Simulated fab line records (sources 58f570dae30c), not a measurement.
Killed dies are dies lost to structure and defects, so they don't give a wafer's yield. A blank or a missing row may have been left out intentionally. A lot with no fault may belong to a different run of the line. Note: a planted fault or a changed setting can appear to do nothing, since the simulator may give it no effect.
The tool behind it: which one?    flow berkeley-cmos170    Sampling: 7 lots, 21 wafers, 4 of 331 route steps

## WHAT THE GAUGES SHOWED, per wafer
UCB170_WELLDRIVE_THK_MEAS_02.
lot   measured     on             WELLDRIVE_OXIDE_THK (nm)
L158  day 4 10:18  film-metro-03  199 198 200
L161  day 4 18:49  film-metro-03  194 193 197
L162  day 5 05:11  film-metro-03  189 194 193
L164  day 5 13:30  film-metro-03  195 194 193
L166  day 6 04:14  film-metro-02  248 250 249
L176  day 8 05:29  film-metro-03  190 191 192
L177  day 8 05:29  film-metro-01  198 197 194

## WHAT TOOL EACH LOT RAN ON (gives the tool, then ch and the chambers of the sampled wafers, and finally the start)
lot   UCB170_ZERO_ETCH_06                UCB170_PWELL_STRIP_16                UCB170_WELLDRIVE_OXIDATION_01
L158  rie-diel-04 ch 0,2,3, day 2 04:13  plasma-asher-01 ch 0,1, day 3 20:18  furnace-04 ch 0, day 4 06:40
L161  rie-diel-04 ch 2,3, day 2 14:11    plasma-asher-02 ch 0,1, day 4 04:16  furnace-02 ch 0, day 4 15:17
L162  rie-diel-01 ch 1,2,3, day 3 01:01  plasma-asher-02 ch 0,1, day 4 17:56  furnace-01 ch 0, day 5 01:41
L164  rie-diel-01 ch 0,1,2, day 3 06:40  plasma-asher-01 ch 0,1, day 5 00:50  furnace-04 ch 0, day 5 09:58
L166  rie-diel-04 ch 0,1,3, day 4 01:02  plasma-asher-04 ch 0,1, day 5 13:06  furnace-02 ch 0, day 6 00:42
L176  rie-diel-01 ch 0,2,3, day 6 00:17  plasma-asher-04 ch 0,1, day 7 17:59  furnace-04 ch 0, day 8 01:58
L177  rie-diel-03 ch 1,2, day 6 06:55    plasma-asher-01 ch 0,1, day 7 18:10  furnace-04 ch 0, day 8 01:58
- UCB170_ZERO_ETCH_06: etches SiO2 in CHF3/CF4/Ar, time 12 s.
- UCB170_PWELL_STRIP_16: strips in O2.
- UCB170_WELLDRIVE_OXIDATION_01: target thk 199 nm, ox time 9000 s.

## THE ANSWER, worked out from the rows above alone
Rule: the usual values come from the lots themselves. Put in order of their means at a reading, lots are off if they are a third of the lots or fewer, leave a main group of 4 or more, and stand apart from it by a gap of 3 or more times the standard deviation of the main group's means; of several such gaps the widest counts. A main group whose means are all the same, to the digits that the tables above print for the reading, isn't used. Also off: a lot with no number at a reading for which 4 or more lots have one. Any other lot the step has rows for is counted as sound.
Off: L166, at UCB170_WELLDRIVE_THK_MEAS_02 (WELLDRIVE_OXIDE_THK). For the main group the mean is 194 nm and the standard deviation 2.7.
If a tool, at a process step before that reading, ran all the lots that are off and no sound lot after the first of them, it fits. The gauges at UCB170_WELLDRIVE_THK_MEAS_02 are tried like those tools. Can't be told from this: 3 tools fit, rie-diel-04 at UCB170_ZERO_ETCH_06, furnace-02 at UCB170_WELLDRIVE_OXIDATION_01, film-metro-02 at UCB170_WELLDRIVE_THK_MEAS_02.

## WHAT HAD BEEN PUT IN BY THE SIMULATOR
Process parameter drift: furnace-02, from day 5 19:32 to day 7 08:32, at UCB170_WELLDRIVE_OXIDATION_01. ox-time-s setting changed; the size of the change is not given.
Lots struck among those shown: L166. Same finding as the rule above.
